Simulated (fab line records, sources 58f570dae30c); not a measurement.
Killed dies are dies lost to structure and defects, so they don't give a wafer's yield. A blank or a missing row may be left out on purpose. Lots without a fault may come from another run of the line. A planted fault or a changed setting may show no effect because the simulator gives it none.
Chamber matching | flow berkeley_cmos170 | UCB170_V2_ETCH_14 on rie_diel-02: 4 sister chambers
The step etches SiO2 in CHF3/CF4/Ar, stops on Al, target depth 1250 nm, time 291 s. 14 wafers are shown with their chamber, then 7 later ones without.

WAFERS WITH THEIR CHAMBER
wafer  | chamber | drypump_motor_current_A (A) | throttle_valve_pct (%) | oes_product_au (a.u.)
L104.3 | 0       | 5.8                         | 7.00                   | 0.892
L104.5 | 3       | 4.9                         | 7.00                   | 0.876
L104.6 | 1       | 5.3                         | 6.75                   | 0.868
L108.1 | 2       | 6.7                         | 6.91                   | 0.865
L108.2 | 1       | 5.2                         | 6.74                   | 0.871
L108.3 | 3       | 4.9                         | 6.99                   | 0.878
L115.2 | 0       | 5.8                         | 6.99                   | 0.888
L115.3 | 2       | 6.6                         | 6.91                   | 0.871
L115.4 | 3       | 4.9                         | 7.01                   | 0.882
L116.2 | 3       | 4.9                         | 7.01                   | 0.881
L116.4 | 0       | 5.8                         | 7.00                   | 0.881
L116.6 | 2       | 6.7                         | 6.91                   | 0.866
L117.2 | 1       | 5.2                         | 6.75                   | 0.874
L117.4 | 3       | 4.9                         | 7.00                   | 0.880

SIGNATURES (means of the wafers above)
reading                 | chamber 0 | chamber 1 | chamber 2 | chamber 3 | scatter within a chamber
drypump_motor_current_A | 5.800     | 5.233     | 6.667     | 4.900     | 0.0365
throttle_valve_pct      | 6.9967    | 6.7467    | 6.9100    | 7.0020    | 0.00643
oes_product_au          | 0.88700   | 0.87100   | 0.86733   | 0.87940   | 0.00352
Rule: a wafer's distance from a chamber is the root of the sum, over the readings, of the square of ((its reading less the chamber's mean) divided by the reading's scatter). The wafer belongs to the nearest chamber; if the next one is less than 2 further off, it can't be placed. The scatter: the root of (the sum of the squares of (reading less its chamber's mean) over the shown wafers, divided by (wafers less chambers)).

WAFERS WITHOUT THEIR CHAMBER
wafer  | drypump_motor_current_A (A) | throttle_valve_pct (%) | oes_product_au (a.u.)
L117.5 | 4.9                         | 6.99                   | 0.887
L121.1 | 5.3                         | 6.75                   | 0.860
L121.4 | 6.7                         | 6.90                   | 0.861
L121.5 | 5.2                         | 6.75                   | 0.874
L124.2 | 5.3                         | 6.75                   | 0.876
L124.4 | 4.9                         | 7.00                   | 0.880
L124.6 | 4.9                         | 6.99                   | 0.884

WHICH CHAMBER EACH WENT THROUGH
wafer  | from the rows above | in truth
L117.5 | 3                   | 3
L121.1 | 1                   | 1
L121.4 | 2                   | 2
L121.5 | 1                   | 1
L124.2 | 1                   | 1
L124.4 | 3                   | 3
L124.6 | 3                   | 3
Placed correctly: 7 of 7. Can't be placed from these rows: 0. Placed wrongly: 0.
